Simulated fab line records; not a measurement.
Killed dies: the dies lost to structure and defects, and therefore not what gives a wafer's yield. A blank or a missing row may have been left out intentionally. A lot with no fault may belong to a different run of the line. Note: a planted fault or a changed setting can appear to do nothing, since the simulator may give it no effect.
Check of tool commonality :: flow berkeley_cmos170 :: 14 lots and 42 wafers in the sample

== REASON IT WAS OPENED ==
2 of 14 lots carry a flag on the reading NLDD_RS at UCB170_SDANNEAL_RS_MEAS_05. Wafers without a fault read 616.1 ohm/sq, standard deviation 1.5.
Rule: a lot is flagged in two cases, either no wafer of it has a number, or all its wafers with numbers fall more than 4 standard deviations from that mean. As for the other lots, they are considered sound.

lot: L885
measured: day 6 15:29
on: film_metro-03
NLDD_RS (ohm/sq), wafer by wafer: 615.0 614.8 614.4
flag: 

lot: L886
measured: day 6 19:44
on: film_metro-02
NLDD_RS (ohm/sq), wafer by wafer: 615.8 618.0 617.0
flag: 

lot: L888
measured: day 7 07:50
on: film_metro-03
NLDD_RS (ohm/sq), wafer by wafer: 614.2 614.5 614.3
flag: 

lot: L887
measured: day 7 07:59
on: film_metro-02
NLDD_RS (ohm/sq), wafer by wafer: 614.5 615.3 615.6
flag: 

lot: L889
measured: day 7 19:20
on: film_metro-01
NLDD_RS (ohm/sq), wafer by wafer: 616.6 614.4 614.7
flag: 

lot: L892
measured: day 8 10:01
on: film_metro-02
NLDD_RS (ohm/sq), wafer by wafer: 618.0 615.8 617.4
flag: 

lot: L894
measured: day 8 10:02
on: film_metro-03
NLDD_RS (ohm/sq), wafer by wafer: 615.3 617.8 618.4
flag: 

lot: L893
measured: day 8 10:38
on: film_metro-02
NLDD_RS (ohm/sq), wafer by wafer: 617.4 615.0 617.3
flag: 

lot: L895
measured: day 8 20:24
on: film_metro-02
NLDD_RS (ohm/sq), wafer by wafer: 614.1 615.1 614.3
flag: 

lot: L896
measured: day 9 07:46
on: film_metro-02
NLDD_RS (ohm/sq), wafer by wafer: 614.9 616.4 616.3
flag: 

lot: L899
measured: day 10 09:34
on: film_metro-03
NLDD_RS (ohm/sq), wafer by wafer: 617.7 616.0 617.2
flag: 

lot: L905
measured: day 10 10:00
on: film_metro-02
NLDD_RS (ohm/sq), wafer by wafer: 602.8 602.0 602.7
flag: FLAGGED

lot: L900
measured: day 10 10:21
on: film_metro-01
NLDD_RS (ohm/sq), wafer by wafer: 615.4 615.4 615.3
flag: 

lot: L906
measured: day 11 03:02
on: film_metro-02
NLDD_RS (ohm/sq), wafer by wafer: 603.0 604.2 604.4
flag: FLAGGED
The numbers of the flagged lots are 603.2 ohm/sq on average: -12.9 ohm/sq against the usual, or -9 standard deviations.

== WHICH TOOL RAN EACH LOT ==
The record holds 2 process steps before the reading, out of a route of 331 steps. Each cell gives the tool, then ch followed by the chambers the sampled wafers passed through, then the start.
lot: L885
flag: 
UCB170_NLDD_IMPLANT_09: implanter-04 ch 0, day 6 04:41
UCB170_NLDD_STRIP_10: plasma_asher-02 ch 0,1, day 6 04:50

lot: L886
flag: 
UCB170_NLDD_IMPLANT_09: implanter-01 ch 0, day 6 09:59
UCB170_NLDD_STRIP_10: plasma_asher-02 ch 0,1, day 6 10:08

lot: L888
flag: 
UCB170_NLDD_IMPLANT_09: implanter-01 ch 0, day 6 19:05
UCB170_NLDD_STRIP_10: plasma_asher-03 ch 0,1, day 6 19:13

lot: L887
flag: 
UCB170_NLDD_IMPLANT_09: implanter-04 ch 0, day 6 18:34
UCB170_NLDD_STRIP_10: plasma_asher-03 ch 0,1, day 6 18:43

lot: L889
flag: 
UCB170_NLDD_IMPLANT_09: implanter-04 ch 0, day 7 09:37
UCB170_NLDD_STRIP_10: plasma_asher-03 ch 0,1, day 7 09:46

lot: L892
flag: 
UCB170_NLDD_IMPLANT_09: implanter-03 ch 0, day 8 01:26
UCB170_NLDD_STRIP_10: plasma_asher-02 ch 1, day 8 01:33

lot: L894
flag: 
UCB170_NLDD_IMPLANT_09: implanter-04 ch 0, day 8 01:17
UCB170_NLDD_STRIP_10: plasma_asher-03 ch 0,1, day 8 01:26

lot: L893
flag: 
UCB170_NLDD_IMPLANT_09: implanter-01 ch 0, day 8 01:31
UCB170_NLDD_STRIP_10: plasma_asher-04 ch 0,1, day 8 01:40

lot: L895
flag: 
UCB170_NLDD_IMPLANT_09: implanter-04 ch 0, day 8 08:48
UCB170_NLDD_STRIP_10: plasma_asher-03 ch 0,1, day 8 08:57

lot: L896
flag: 
UCB170_NLDD_IMPLANT_09: implanter-01 ch 0, day 8 20:11
UCB170_NLDD_STRIP_10: plasma_asher-02 ch 0,1, day 8 20:20

lot: L899
flag: 
UCB170_NLDD_IMPLANT_09: implanter-04 ch 0, day 9 22:20
UCB170_NLDD_STRIP_10: plasma_asher-04 ch 0,1, day 9 22:29

lot: L905
flag: FLAGGED
UCB170_NLDD_IMPLANT_09: implanter-01 ch 0, day 9 23:28
UCB170_NLDD_STRIP_10: plasma_asher-04 ch 0,1, day 9 23:35

lot: L900
flag: 
UCB170_NLDD_IMPLANT_09: implanter-01 ch 0, day 9 22:49
UCB170_NLDD_STRIP_10: plasma_asher-02 ch 0, day 9 22:56

lot: L906
flag: FLAGGED
UCB170_NLDD_IMPLANT_09: implanter-01 ch 0, day 10 14:44
UCB170_NLDD_STRIP_10: plasma_asher-03 ch 0,1, day 10 14:53
What the steps here do:
- UCB170_NLDD_IMPLANT_09
- UCB170_NLDD_STRIP_10: strips in O2.
- UCB170_SDANNEAL_RS_MEAS_05: measures by four-point-probe.

== FLAGGED AGAINST TOTAL, ONE TOOL AT A TIME (gauges that did the reading follow at the end) ==
step: UCB170_NLDD_IMPLANT_09
tool: implanter-01
lots run: 7
flagged: 2
share of the flagged lots: all
sound lots run after its first flagged lot: 0

step: UCB170_NLDD_IMPLANT_09
tool: implanter-03
lots run: 1
flagged: 0
share of the flagged lots: none
sound lots run after its first flagged lot: -

step: UCB170_NLDD_IMPLANT_09
tool: implanter-04
lots run: 6
flagged: 0
share of the flagged lots: none
sound lots run after its first flagged lot: -

step: UCB170_NLDD_STRIP_10
tool: plasma_asher-02
lots run: 5
flagged: 0
share of the flagged lots: none
sound lots run after its first flagged lot: -

step: UCB170_NLDD_STRIP_10
tool: plasma_asher-03
lots run: 6
flagged: 1
share of the flagged lots: some
sound lots run after its first flagged lot: 0

step: UCB170_NLDD_STRIP_10
tool: plasma_asher-04
lots run: 3
flagged: 1
share of the flagged lots: some
sound lots run after its first flagged lot: 0

step: UCB170_SDANNEAL_RS_MEAS_05
tool: film_metro-01
lots run: 2
flagged: 0
share of the flagged lots: none
sound lots run after its first flagged lot: -

step: UCB170_SDANNEAL_RS_MEAS_05
tool: film_metro-02
lots run: 8
flagged: 2
share of the flagged lots: all
sound lots run after its first flagged lot: 0

step: UCB170_SDANNEAL_RS_MEAS_05
tool: film_metro-03
lots run: 4
flagged: 0
share of the flagged lots: none
sound lots run after its first flagged lot: -

== WHAT THE TABLE PERMITS ==
Rows of the table that ran all the flagged lots, 2 in number: implanter-01 at UCB170_NLDD_IMPLANT_09; film_metro-02 at UCB170_SDANNEAL_RS_MEAS_05.
- implanter-01 at UCB170_NLDD_IMPLANT_09: 2 of its 7 lots flagged. Last sound lot L900 at day 9 22:49, first flagged lot L905 at day 9 23:28; a fault beginning in between fits. Its own readings (tilt_deg) fall more than 4 standard deviations out on all wafers of the flagged lots.
- film_metro-02 at UCB170_SDANNEAL_RS_MEAS_05: 2 of its 8 lots flagged. Last sound lot L896 at day 9 07:46, first flagged lot L905 at day 10 10:00; a fault beginning in between fits.
Counting lots can't tell these 2 tools apart, because each fits a fault that began at some hour. More lots, or a look at what each step does to the wafer, might.

== WHAT THE SIMULATOR HAD INSERTED ==
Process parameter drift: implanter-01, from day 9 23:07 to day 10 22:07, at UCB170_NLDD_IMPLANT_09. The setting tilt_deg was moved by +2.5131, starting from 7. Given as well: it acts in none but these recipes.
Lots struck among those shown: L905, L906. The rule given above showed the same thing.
